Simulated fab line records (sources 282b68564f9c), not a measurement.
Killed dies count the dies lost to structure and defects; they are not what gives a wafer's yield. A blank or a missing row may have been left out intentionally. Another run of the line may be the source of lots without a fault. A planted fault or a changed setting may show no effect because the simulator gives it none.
What tool caused it? -- flow rit cmos -- Sampling: 7 lots, 21 wafers, 2 of 202 route steps

## WHAT THE GAUGES READ, wafer by wafer
RIT_GATE_THK_MEAS_07.
lot,measured,on,GATE_OXIDE_THK (nm)
L441,day 2 14:26,film metro-04,2.99 2.96 2.99
L443,day 3 00:48,film metro-04,3.88 3.84 3.95
L445,day 3 15:23,film metro-02,3.80 3.70 3.78
L454,day 5 10:38,film metro-04,3.05 3.00 2.94
L457,day 6 02:18,film metro-02,2.88 3.03 2.95
L459,day 6 09:34,film metro-02,2.95 2.98 2.96
L461,day 6 19:14,film metro-02,2.87 2.92 2.94

## WHICH TOOL RAN EACH LOT (tool, then ch and the chambers of the sampled wafers, then the start)
lot,RIT_GATE_OXIDATION_05
L441,"furnace-01 ch 0, day 2 13:05"
L443,"furnace-01 ch 0, day 2 23:29"
L445,"furnace-01 ch 0, day 3 14:03"
L454,"furnace-02 ch 0, day 5 07:59"
L457,"furnace-02 ch 0, day 5 23:47"
L459,"furnace-04 ch 0, day 6 07:47"
L461,"furnace-01 ch 0, day 6 17:53"
- RIT_GATE_OXIDATION_05: target thk 3 nm, ox time 270 s.

## THE ANSWER, worked out from the rows above alone
Rule: the usual values come from the lots themselves. The widest of any qualifying gaps counts: lots, ordered by their means at a reading, are off when they make up no more than a third of the lots, leave a main group of 4 or more, and stand apart from it by 3 or more times the standard deviation of that group's means. The tables above print the reading to a certain number of digits; a main group whose means all agree to those digits is not used. Also off: a lot with no number at a reading for which 4 or more lots have one. The other lots that the step has rows for count as sound.
Off: L443, L445, at RIT_GATE_THK_MEAS_07 (GATE_OXIDE_THK). Mean 2.96 nm and standard deviation 0.029 in the main group.
A tool fits if, at a process step before that reading, it ran every lot that is off, and no sound lot after the first of them. The gauges at RIT_GATE_THK_MEAS_07 are tried like those tools. None of those tried fits.

## WHAT THE SIMULATOR PUT IN
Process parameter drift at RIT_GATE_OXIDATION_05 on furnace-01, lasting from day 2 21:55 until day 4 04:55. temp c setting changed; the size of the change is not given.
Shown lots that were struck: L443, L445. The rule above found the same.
